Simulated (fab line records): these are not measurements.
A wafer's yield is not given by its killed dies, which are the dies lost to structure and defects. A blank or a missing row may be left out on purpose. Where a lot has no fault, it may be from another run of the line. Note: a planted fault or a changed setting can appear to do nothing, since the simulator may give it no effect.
fab line records    flow berkeley-cmos170    part 1 of 2: steps 1 to 26 of 37
record: lots: 5  wafers: 15  last-day: 10
route steps=331 shown SILICIDE@211 CONTACT@216 M1@238
lots untouched by any fault: they come from a run of this same line in which no faults occurred
start-h: start of the lot's first displayed wafer, in hours after the record's first day    wait-h: how many hours have passed since the lot's step before this one    " same as the row above    L1.1+2: one row covering several wafers at once    - no value, or no start given    * or withheld: withheld    < > ~ a bound
route shown NAME@n: names a module that has steps shown in the file, with the first one's number in the route    usual: the fault-free wafers' mean and standard deviation    same: alike in all rows    chamber/n: place in a boat    sites: per-site readings    _std_site: standard deviation across them    _edge_site: inner sites' mean taken away from outer sites' mean    radius-mm: for every site, how far away it sits from the centre of the wafer    mask NAME#n: copy n    behind: the tool/chamber that last shaped the wafer    hold: why the lot went on hold/how many hours it stayed there/how the hold came to an end    device: transistor that didn't switch, given as n, p or np    end of line: the route-end tests of the same wafers    for a step that has no rows: nothing shown but its recipe    killed: not the wafer's yield, but the dies lost to structure and defects at the first sort    map: a wafer's dies, x killed, . not, _ none there
set.NAME: the setting that was run; set.NAME@STEP: the one run at that earlier step    model.NAME: the simulator's own value behind a step, which no gauge read
lots seen at some steps along the route; tables by step, rows by wafer
services: when a tool's chamber went out of use (start-h, in hours from the record's first day, below 0 if earlier), for how many hours, and the reason
== steps ==
step: UCB170_SILICIDE_SPUTTER_01
recipe: material: Ti  target-thk-nm: 30  time-s: 25  power-w: 1500  chamber-pressure-pa: 0.5
usual: throttle-valve-pct: 29.8/1.1
lot.wafer  tool            chamber  start-h  wait-h  throttle-valve-pct
L075.1     pvd-sputter-04  -        172.93   0.0     29.9
L075.2     "               -        "        "       30.7
L075.4     "               -        "        "       29.5
L074.3     pvd-sputter-02  -        173.23   0.0     28.1
L074.5     "               -        "        "       29.8
L074.6     "               -        "        "       27.8
L077.3     pvd-sputter-03  -        183.05   0.0     29.6
L077.5     "               -        "        "       30.4
L077.6     "               -        "        "       31.3
L078.3     pvd-sputter-04  -        183.40   0.0     29.5
L078.5     "               -        "        "       29.6
L078.6     "               -        "        "       31.0
L088.2     pvd-sputter-04  -        227.29   0.0     30.7
L088.4     "               -        "        "       29.5
L088.6     "               -        "        "       29.5
step: UCB170_SILICIDE_RS_MEAS_02
recipe: thk-meas-gauge: four-point-probe  reads: Ti_of_SILICIDE_SPUTTER_01
usual: SILICIDE_TI_RS: 26.18/0.29
lot.wafer  tool           chamber  start-h  wait-h  SILICIDE_TI_RS[ohm/sq]
L075.1     film-metro-02  -        173.05   0.1     26.34
L075.2     "              -        "        "       26.66
L075.4     "              -        "        "       26.24
L074.3     film-metro-01  -        173.34   0.1     25.78
L074.5     "              -        "        "       26.16
L074.6     "              -        "        "       25.66
L077.3     film-metro-03  -        183.12   0.1     26.57
L077.5     "              -        "        "       26.79
L077.6     "              -        "        "       26.70
L078.3     film-metro-03  -        183.47   0.1     26.31
L078.5     "              -        "        "       26.36
L078.6     "              -        "        "       26.68
L088.2     film-metro-02  -        227.39   0.1     26.59
L088.4     "              -        "        "       26.28
L088.6     "              -        "        "       26.36
step: UCB170_SILICIDE_THK_MEAS_03
recipe: thk-meas-gauge: xrf  reads: Ti_of_SILICIDE_SPUTTER_01
usual: SILICIDE_TI_THK: 29.7/0.3
lot.wafer  tool           chamber  start-h  wait-h  SILICIDE_TI_THK[nm]
L075.1     film-metro-02  -        173.17   0.1     29.7
L075.2     "              -        "        "       29.2
L075.4     "              -        "        "       29.8
L074.3     film-metro-01  -        173.44   0.1     30.1
L074.5     "              -        "        "       29.7
L074.6     "              -        "        "       30.0
L077.3     film-metro-03  -        183.22   0.1     29.1
L077.5     "              -        "        "       29.0
L077.6     "              -        "        "       29.0
L078.3     film-metro-03  -        183.57   0.1     29.4
L078.5     "              -        "        "       29.4
L078.6     "              -        "        "       29.2
L088.2     film-metro-02  -        227.50   0.1     29.3
L088.4     "              -        "        "       29.7
L088.6     "              -        "        "       29.4
step: UCB170_SILICIDE_RTA_04
recipe: temp-c: 650  time-s: 15  ambient: N2
usual: lamp-power-pct: 10.1/0.67  wafer_temp_C_max: 652.4/0.64
lot.wafer  tool           chamber  start-h  wait-h  lamp-power-pct  wafer_temp_C_max
L075.1     rtp-anneal-02  0        173.23   0.1     10.8            652.3
L075.2     "              0        "        "       10.8            653.5
L075.4     "              0        "        "       10.8            652.5
L074.3     rtp-anneal-01  0        173.50   0.1     9.5             652.6
L074.5     "              0        "        "       9.5             652.0
L074.6     "              0        "        "       9.5             652.4
L077.3     rtp-anneal-01  0        183.28   0.1     9.5             651.4
L077.5     "              0        "        "       9.5             652.3
L077.6     "              0        "        "       9.5             651.9
L078.3     rtp-anneal-02  0        183.63   0.1     10.8            652.9
L078.5     "              0        "        "       10.8            652.8
L078.6     "              0        "        "       10.8            652.5
L088.2     rtp-anneal-02  0        227.57   0.1     10.8            653.8
L088.4     "              0        "        "       10.8            652.8
L088.6     "              0        "        "       10.8            652.7
step: UCB170_SILICIDE_WET_ETCH_05
recipe: chemistry: SPM  time-s: 45  temp-c: 120  target: Ti
usual: temp-c: 120.01/0.13
lot.wafer  tool          chamber  start-h  wait-h  temp-c
L074.3     wet-bench-04  1        175.95   2.4     120.00
L074.5     "             1        "        "       120.06
L074.6     "             1        "        "       120.02
L075.1     wet-bench-04  1        175.95   2.7     119.91
L075.2     "             1        "        "       120.01
L075.4     "             1        "        "       119.94
L077.3     wet-bench-01  1        183.52   0.2     120.03
L077.5     "             1        "        "       120.00
L077.6     "             1        "        "       120.10
L078.3     wet-bench-03  3        183.73   0.1     120.33
L078.5     "             3        "        "       120.04
L078.6     "             3        "        "       120.09
L088.2     wet-bench-01  2        227.63   0.1     120.18
L088.4     "             2        "        "       120.04
L088.6     "             2        "        "       120.02
step: UCB170_CONTACT_CLEAN_00
recipe: chemistry: SPM  temp-c: 120  time-s: 600
usual: temp-c: 119.98/0.14
lot.wafer  tool          chamber  start-h  wait-h  temp-c
L074.3     wet-bench-04  2        176.30   0.3     119.89
L074.5     "             2        "        "       119.89
L074.6     "             2        "        "       119.73
L075.1     wet-bench-04  3        176.30   0.3     119.81
L075.2     "             3        "        "       120.02
L075.4     "             3        "        "       120.01
L077.3     wet-bench-01  3        183.72   0.2     119.91
L077.5     "             3        "        "       120.10
L077.6     "             3        "        "       120.07
L078.3     wet-bench-04  3        183.84   0.1     119.86
L078.5     "             3        "        "       120.00
L078.6     "             3        "        "       119.99
L088.2     wet-bench-04  1        227.65   0.0     119.70
L088.4     "             1        "        "       119.71
L088.6     "             1        "        "       120.00
step: UCB170_CONTACT_CVD_01
recipe: material: PSG  target-thk-nm: 700  temp-c: 450  precursor: SiH4/O2/PH3  time-s: 2820  pressure-mtorr: 300  sih4-flow-sccm: 60  o2-flow-sccm: 90  ph3-flow-sccm: 25
usual: sih4-flow-sccm: 60.03/0.16  spike-tc-load-C: 469.1/2.3
lot.wafer  tool      chamber  start-h  wait-h  sih4-flow-sccm  spike-tc-load-C
L074.3     lpcvd-02  0        177.69   1.2     59.87           470.0
L074.5     "         0        "        "       60.21           471.3
L074.6     "         0        "        "       60.07           469.6
L075.1     lpcvd-02  0        177.69   1.2     60.00           469.2
L075.2     "         0        "        "       59.97           470.1
L075.4     "         0        "        "       59.86           472.0
L077.3     lpcvd-02  0        184.79   0.9     60.20           471.3
L077.5     "         0        "        "       60.06           470.1
L077.6     "         0        "        "       59.70           471.3
L078.3     lpcvd-02  1        184.79   0.8     60.39           469.8
L078.5     "         1        "        "       60.08           467.5
L078.6     "         1        "        "       60.22           466.6
L088.2     lpcvd-02  0        229.08   1.2     60.10           470.7
L088.4     "         0        "        "       59.94           473.2
L088.6     "         0        "        "       60.18           472.6
step: UCB170_CONTACT_THK_MEAS_02
recipe: reads: PSG_of_CONTACT_CVD_01
usual: CONTACT_PSG_THK: 700/5.9
lot.wafer  tool           chamber  start-h  wait-h  CONTACT_PSG_THK[nm]
L075.1     film-metro-02  -        179.47   0.0     690
L075.2     "              -        "        "       693
L075.4     "              -        "        "       689
L074.3     film-metro-04  -        179.49   0.0     703
L074.5     "              -        "        "       694
L074.6     "              -        "        "       695
L077.3     film-metro-04  -        186.59   0.0     701
L077.5     "              -        "        "       706
L077.6     "              -        "        "       699
L078.3     film-metro-03  -        186.59   0.0     698
L078.5     "              -        "        "       696
L078.6     "              -        "        "       698
L088.2     film-metro-03  -        230.87   0.0     699
L088.4     "              -        "        "       694
L088.6     "              -        "        "       696
step: UCB170_CONTACT_HMDS_03
recipe: prime-time-s: 60  prime-temp-c: 100
lot.wafer   tool            chamber  start-h  wait-h
L074.3+5+6  litho-track-01  0        179.63   0.1
L075.1+2+4  litho-track-03  0        179.68   0.2
L077.3+5+6  litho-track-03  0        186.68   0.1
L078.3+5+6  litho-track-04  0        186.68   0.1
L088.2+4+6  litho-track-01  0        230.97   0.1
step: UCB170_CONTACT_COAT_04
recipe: resist: KrF  spin-rpm: 1500  resist-thk-nm: 900
usual: dispense-pressure-kPa: 48/3.5
lot.wafer  tool            chamber  start-h  wait-h  dispense-pressure-kPa
L074.3     litho-track-01  0        179.78   0.1     48
L074.5     "               0        "        "       48
L074.6     "               0        "        "       48
L075.1     litho-track-03  0        179.83   0.1     51
L075.2     "               0        "        "       51
L075.4     "               0        "        "       51
L077.3     litho-track-03  0        186.83   0.1     51
L077.5     "               0        "        "       51
L077.6     "               0        "        "       51
L078.3     litho-track-04  0        186.83   0.1     43
L078.5     "               0        "        "       43
L078.6     "               0        "        "       43
L088.2     litho-track-01  0        231.12   0.1     48
L088.4     "               0        "        "       48
L088.6     "               0        "        "       48
step: UCB170_CONTACT_SOFTBAKE_05
recipe: resist: KrF  temp-c: 130  time-s: 60
lot.wafer   tool            chamber  start-h  wait-h
L074.3+5+6  litho-track-01  0        179.93   0.1
L075.1+2+4  litho-track-03  0        179.98   0.1
L077.3+5+6  litho-track-03  0        186.98   0.1
L078.3+5+6  litho-track-04  0        186.98   0.1
L088.2+4+6  litho-track-01  0        231.27   0.1
step: UCB170_CONTACT_STRIP_06
recipe: chemistry: O2  power-w: 400  pressure-mtorr: 3500  platen-temp-c: withheld  o2-flow-sccm: 400  overash-fraction: 0.5
usual: drypump-motor-current-A: 5.8/0.5  oes-product-au: 0.735/0.004  strip-time-to-endpoint-s: 21.99/0.059
lot.wafer  tool             chamber  start-h  wait-h  drypump-motor-current-A  oes-product-au  rf-hours-counter-h  strip-time-to-endpoint-s
L074.3     plasma-asher-01  0        180.06   0.1     5.2                      0.732           -                   22.02
L074.5     "                0        "        "       5.2                      0.729           -                   22.01
L074.6     "                1        "        "       5.1                      0.735           -                   22.00
L075.1     plasma-asher-02  0        180.13   0.1     6.6                      0.733           7                   21.99
L075.2     "                1        "        "       6.1                      0.733           7                   22.03
L075.4     "                1        "        "       6.1                      0.736           -                   21.94
L077.3     plasma-asher-04  0        187.11   0.1     6.2                      0.732           -                   21.97
L077.5     "                0        "        "       6.2                      0.729           -                   21.95
L077.6     "                1        "        "       5.8                      0.733           -                   21.96
L078.3     plasma-asher-01  0        187.11   0.1     5.3                      0.726           -                   21.98
L078.5     "                1        "        "       5.1                      0.734           -                   21.94
L078.6     "                0        "        "       5.3                      0.734           -                   21.95
L088.2     plasma-asher-01  0        231.43   0.1     5.3                      0.735           53                  21.94
L088.4     "                1        "        "       5.1                      0.737           -                   21.94
L088.6     "                0        "        "       5.3                      0.732           -                   21.89
step: UCB170_CONTACT_CLEAN_07
recipe: chemistry: SPM  temp-c: 120  time-s: 600
usual: temp-c: 120.02/0.14
lot.wafer  tool          chamber  start-h  wait-h  temp-c
L074.3     wet-bench-01  3        180.15   0.1     120.08
L074.5     "             3        "        "       119.99
L074.6     "             3        "        "       120.18
L075.1     wet-bench-01  2        180.32   0.2     120.28
L075.2     "             2        "        "       120.05
L075.4     "             2        "        "       120.08
L077.3     wet-bench-03  0        187.30   0.2     120.19
L077.5     "             0        "        "       120.11
L077.6     "             0        "        "       120.16
L078.3     wet-bench-03  3        187.30   0.2     120.31
L078.5     "             3        "        "       120.06
L078.6     "             3        "        "       120.17
L088.2     wet-bench-01  2        231.53   0.1     119.97
L088.4     "             2        "        "       120.03
L088.6     "             2        "        "       119.90
step: UCB170_CONTACT_RTA_08
recipe: temp-c: 900  time-s: 10  ambient: N2
usual: lamp-power-pct: 23.6/1.6  wafer_temp_C_max: 903.2/0.77
lot.wafer  tool           chamber  start-h  wait-h  lamp-power-pct  wafer_temp_C_max
L074.3     rtp-anneal-02  0        180.34   0.0     25.2            903.5
L074.5     "              0        "        "       25.2            903.4
L074.6     "              0        "        "       25.2            905.1
L075.1     rtp-anneal-01  0        180.50   0.0     22.1            902.3
L075.2     "              0        "        "       22.0            903.5
L075.4     "              0        "        "       22.1            903.5
L077.3     rtp-anneal-02  0        187.50   0.0     25.2            903.9
L077.5     "              0        "        "       25.2            903.8
L077.6     "              0        "        "       25.2            903.7
L078.3     rtp-anneal-01  0        187.50   0.0     22.1            902.5
L078.5     "              0        "        "       22.0            902.9
L078.6     "              0        "        "       22.1            903.3
L088.2     rtp-anneal-02  0        231.72   0.0     25.2            904.1
L088.4     "              0        "        "       25.2            904.8
L088.6     "              0        "        "       25.3            902.7
step: UCB170_CONTACT_COAT_09
recipe: resist: BARC  temp-c: withheld  time-s: withheld  spin-rpm: 3000  resist-thk-nm: withheld
usual: dispense-pressure-kPa: 48/3.5
lot.wafer  tool            chamber  start-h  wait-h  dispense-pressure-kPa
L074.3     litho-track-03  0        180.90   0.5     51
L074.5     "               0        "        "       51
L074.6     "               0        "        "       51
L075.1     litho-track-01  0        180.93   0.4     48
L075.2     "               0        "        "       48
L075.4     "               0        "        "       48
L077.3     litho-track-04  0        187.60   0.1     43
L077.5     "               0        "        "       43
L077.6     "               0        "        "       43
L078.3     litho-track-01  0        187.60   0.1     48
L078.5     "               0        "        "       48
L078.6     "               0        "        "       48
L088.2     litho-track-04  0        232.04   0.3     43
L088.4     "               0        "        "       43
L088.6     "               0        "        "       43
step: UCB170_CONTACT_COAT_10
recipe: resist: KrF  spin-rpm: 1500  resist-thk-nm: 900
usual: dispense-pressure-kPa: 48/3.5
lot.wafer  tool            chamber  start-h  wait-h  dispense-pressure-kPa
L074.3     litho-track-03  0        -        -       51
L074.5     "               0        "        "       51
L074.6     "               0        "        "       51
L075.1     litho-track-01  0        -        -       48
L075.2     "               0        "        "       48
L075.4     "               0        "        "       48
L077.3     litho-track-04  0        -        -       43
L077.5     "               0        "        "       43
L077.6     "               0        "        "       43
L078.3     litho-track-01  0        -        -       48
L078.5     "               0        "        "       48
L078.6     "               0        "        "       48
L088.2     litho-track-04  0        -        -       43
L088.4     "               0        "        "       43
L088.6     "               0        "        "       43
step: UCB170_CONTACT_SOFTBAKE_11
recipe: resist: KrF  temp-c: 130  time-s: 60
lot.wafer   tool            chamber  start-h  wait-h
L074.3+5+6  litho-track-03  0        -        -
L075.1+2+4  litho-track-01  0        -        -
L077.3+5+6  litho-track-04  0        -        -
L078.3+5+6  litho-track-01  0        -        -
L088.2+4+6  litho-track-04  0        -        -
step: UCB170_CONTACT_EXPOSE_12
recipe: mask-id: CONT  target-cd-nm: 700  na: 0.5  sigma-outer: 0.6  source-shape: conventional  dose-mj: 35
usual: stage-vel-mm-s: 499.94/0.27
lot.wafer  tool            chamber  start-h  wait-h  mask    stage-vel-mm-s
L074.3     krf-scanner-01  0        181.46   -       CONT#0  499.55
L074.5     "               0        "        "       CONT#0  499.54
L074.6     "               0        "        "       CONT#0  499.81
L075.1     krf-scanner-02  0        181.66   -       CONT#0  500.05
L075.2     "               0        "        "       CONT#0  500.14
L075.4     "               0        "        "       CONT#0  500.44
L077.3     krf-scanner-02  0        188.03   -       CONT#0  500.01
L077.5     "               0        "        "       CONT#0  500.05
L077.6     "               0        "        "       CONT#0  500.06
L078.3     krf-scanner-01  0        188.28   -       CONT#0  499.72
L078.5     "               0        "        "       CONT#0  499.85
L078.6     "               0        "        "       CONT#0  500.25
L088.2     krf-scanner-01  0        232.61   -       CONT#0  499.88
L088.4     "               0        "        "       CONT#0  499.72
L088.6     "               0        "        "       CONT#0  499.76
step: UCB170_CONTACT_PEB_13
recipe: peb-temp-c: 130  peb-time-s: withheld  resist: KrF
lot.wafer   tool            chamber  start-h  wait-h
L074.3+5+6  litho-track-04  0        182.14   0.7
L075.1+2+4  litho-track-03  0        182.30   0.6
L077.3+5+6  litho-track-03  0        188.25   0.2
L078.3+5+6  litho-track-04  0        188.40   0.1
L088.2+4+6  litho-track-04  0        233.49   0.9
step: UCB170_CONTACT_DEVELOP_14
recipe: developer: TMAH  develop-time-s: 45  resist: KrF  dev-temp-c: 21
lot.wafer   tool            chamber  start-h  wait-h
L074.3+5+6  litho-track-04  0        -        -
L075.1+2+4  litho-track-03  0        -        -
L077.3+5+6  litho-track-03  0        -        -
L078.3+5+6  litho-track-04  0        -        -
L088.2+4+6  litho-track-04  0        -        -
step: UCB170_CONTACT_CD_MEAS_15
recipe: target-cd-nm: 700
usual: cd-nm: 700.0/1.5
lot.wafer  tool       chamber  start-h  wait-h  cd-nm
L074.3     cd-sem-02  -        182.41   -       700.5
L074.5     "          -        "        "       700.3
L074.6     "          -        "        "       700.3
L075.1     cd-sem-02  -        182.58   -       700.9
L075.2     "          -        "        "       701.2
L075.4     "          -        "        "       700.9
L077.3     cd-sem-02  -        188.52   -       703.5
L077.5     "          -        "        "       702.5
L077.6     "          -        "        "       703.4
L078.3     cd-sem-01  -        188.67   -       700.4
L078.5     "          -        "        "       699.5
L078.6     "          -        "        "       699.9
L088.2     cd-sem-01  -        233.76   -       697.0
L088.4     "          -        "        "       697.5
L088.6     "          -        "        "       697.1
step: UCB170_CONTACT_OVL_MEAS_16
usual: CONTACT_OVL: 1/5.9
lot.wafer  tool        chamber  start-h  wait-h  CONTACT_OVL[nm]
L074.3     overlay-02  -        182.50   0.1     -2
L074.5     "           -        "        "       2
L074.6     "           -        "        "       5
L075.1     overlay-02  -        182.70   0.1     6
L075.2     "           -        "        "       11
L075.4     "           -        "        "       4
L077.3     overlay-02  -        188.61   0.1     -1
L077.5     "           -        "        "       2
L077.6     "           -        "        "       -3
L078.3     overlay-02  -        188.76   0.1     5
L078.5     "           -        "        "       8
L078.6     "           -        "        "       -6
L088.2     overlay-02  -        233.87   0.1     -12
L088.4     "           -        "        "       -5
L088.6     "           -        "        "       -5
step: UCB170_CONTACT_ETCH_17
recipe: chemistry: N2/H2  target-depth-a: withheld  overetch-a: withheld  target: BARC  time-s: withheld  source-w: 500  bias-w: 100  pressure-mtorr: 30  n2-flow-sccm: 100  h2-flow-sccm: 200
usual: drypump-motor-current-A: 5.9/0.4  oes-product-au: 0.993/0.023  throttle-valve-pct: 13.22/0.083
lot.wafer  tool         chamber  start-h  wait-h  drypump-motor-current-A  oes-product-au  throttle-valve-pct
L074.3     rie-diel-04  1        182.52   0.0     6.3                      1.034           13.25
L074.5     "            1        "        "       6.3                      1.043           13.24
L074.6     "            3        "        "       5.9                      0.985           13.34
L075.1     rie-diel-02  2        182.73   0.0     5.9                      1.009           13.07
L075.2     "            1        "        "       5.7                      0.964           13.23
L075.4     "            0        "        "       5.6                      0.986           13.15
L077.3     rie-diel-04  3        188.63   0.0     5.9                      0.986           13.34
L077.5     "            1        "        "       6.3                      1.037           13.23
L077.6     "            3        "        "       5.9                      0.992           13.33
L078.3     rie-diel-02  1        188.78   0.0     5.7                      0.954           13.23
L078.5     "            1        "        "       5.8                      0.953           13.22
L078.6     "            0        "        "       5.6                      0.996           13.13
L088.2     rie-diel-01  0        233.90   0.0     5.7                      1.029           13.29
L088.4     "            3        "        "       6.0                      0.946           13.27
L088.6     "            3        "        "       5.9                      0.942           13.26
step: UCB170_CONTACT_ETCH_18
recipe: chemistry: CHF3/CF4/Ar  target: PSG  stop-on: TiSi2  CHF3_flow_sccm: 45  cf4-flow-sccm: 15  Ar_flow_sccm: 150  pressure-mtorr: 200  rf-w: 700  target-depth-a: 8400  over-etch-frac: 0.2  time-s: 195
usual: drypump-motor-current-A: 5.9/0.4  mfc-ar-sccm: 150.0/0.47  oes-product-au: 0.889/0.012  throttle-valve-pct: 6.88/0.064
lot.wafer  tool         chamber  start-h  wait-h  drypump-motor-current-A  mfc-ar-sccm  oes-product-au  rf-hours-counter-h  throttle-valve-pct
L074.3     rie-diel-04  1        -        -       6.3                      150.2        0.891           13                  6.90
L074.5     "            1        "        "       6.3                      150.2        0.880           -                   6.89
L074.6     "            3        "        "       5.9                      150.6        0.882           -                   6.92
L075.1     rie-diel-02  2        -        -       5.8                      149.8        0.892           14                  6.90
L075.2     "            1        "        "       5.8                      149.6        0.875           91                  6.85
L075.4     "            0        "        "       5.7                      150.8        0.891           -                   6.78
L077.3     rie-diel-04  3        -        -       6.0                      150.1        0.887           15                  6.88
L077.5     "            1        "        "       6.3                      149.8        0.894           -                   6.89
L077.6     "            3        "        "       6.0                      150.5        0.882           -                   6.91
L078.3     rie-diel-02  1        -        -       5.8                      149.3        0.872           91                  6.86
L078.5     "            1        "        "       5.7                      149.1        0.871           -                   6.86
L078.6     "            0        "        "       5.7                      149.8        0.895           -                   6.76
L088.2     rie-diel-01  0        -        -       5.7                      150.9        0.900           97                  6.96
L088.4     "            3        "        "       5.9                      149.4        0.868           137                 6.94
L088.6     "            3        "        "       5.9                      149.6        0.862           -                   6.93
step: UCB170_CONTACT_STRIP_19
recipe: chemistry: O2  power-w: 400  pressure-mtorr: 3500  platen-temp-c: withheld  o2-flow-sccm: 400  overash-fraction: 0.5
usual: drypump-motor-current-A: 5.8/0.51  oes-product-au: 0.725/0.0041
lot.wafer  tool             chamber  start-h  wait-h  drypump-motor-current-A  oes-product-au  rf-hours-counter-h
L074.3     plasma-asher-02  1        182.72   -       6.1                      0.722           -
L074.5     "                1        "        "       6.1                      0.725           -
L074.6     "                0        "        "       6.5                      0.727           -
L075.1     plasma-asher-04  0        182.90   -       6.2                      0.723           47
L075.2     "                1        "        "       5.9                      0.729           47
L075.4     "                1        "        "       5.9                      0.726           -
L077.3     plasma-asher-01  1        188.83   -       5.1                      0.726           -
L077.5     "                0        "        "       5.3                      0.729           -
L077.6     "                1        "        "       5.1                      0.720           -
L078.3     plasma-asher-04  1        188.98   -       5.9                      0.727           -
L078.5     "                0        "        "       6.2                      0.727           -
L078.6     "                1        "        "       5.9                      0.725           -
L088.2     plasma-asher-04  1        234.07   -       5.8                      0.720           53
L088.4     "                0        "        "       6.2                      0.725           -
L088.6     "                0        "        "       6.3                      0.726           -
step: UCB170_CONTACT_CD_MEAS_90
recipe: target-cd-nm: 700
usual: cd-nm: 699.7/1.8
lot.wafer  tool       chamber  start-h  wait-h  cd-nm
L074.3     cd-sem-01  -        182.83   0.1     701.9
L074.5     "          -        "        "       701.8
L074.6     "          -        "        "       698.9
L075.1     cd-sem-01  -        183.00   0.1     702.0
L075.2     "          -        "        "       701.5
L075.4     "          -        "        "       700.8
L077.3     cd-sem-01  -        188.94   0.1     702.0
L077.5     "          -        "        "       702.9
L077.6     "          -        "        "       702.3
L078.3     cd-sem-01  -        189.09   0.1     700.5
L078.5     "          -        "        "       699.9
L078.6     "          -        "        "       699.5
L088.2     cd-sem-01  -        234.19   0.1     697.3
L088.4     "          -        "        "       697.9
L088.6     "          -        "        "       698.0
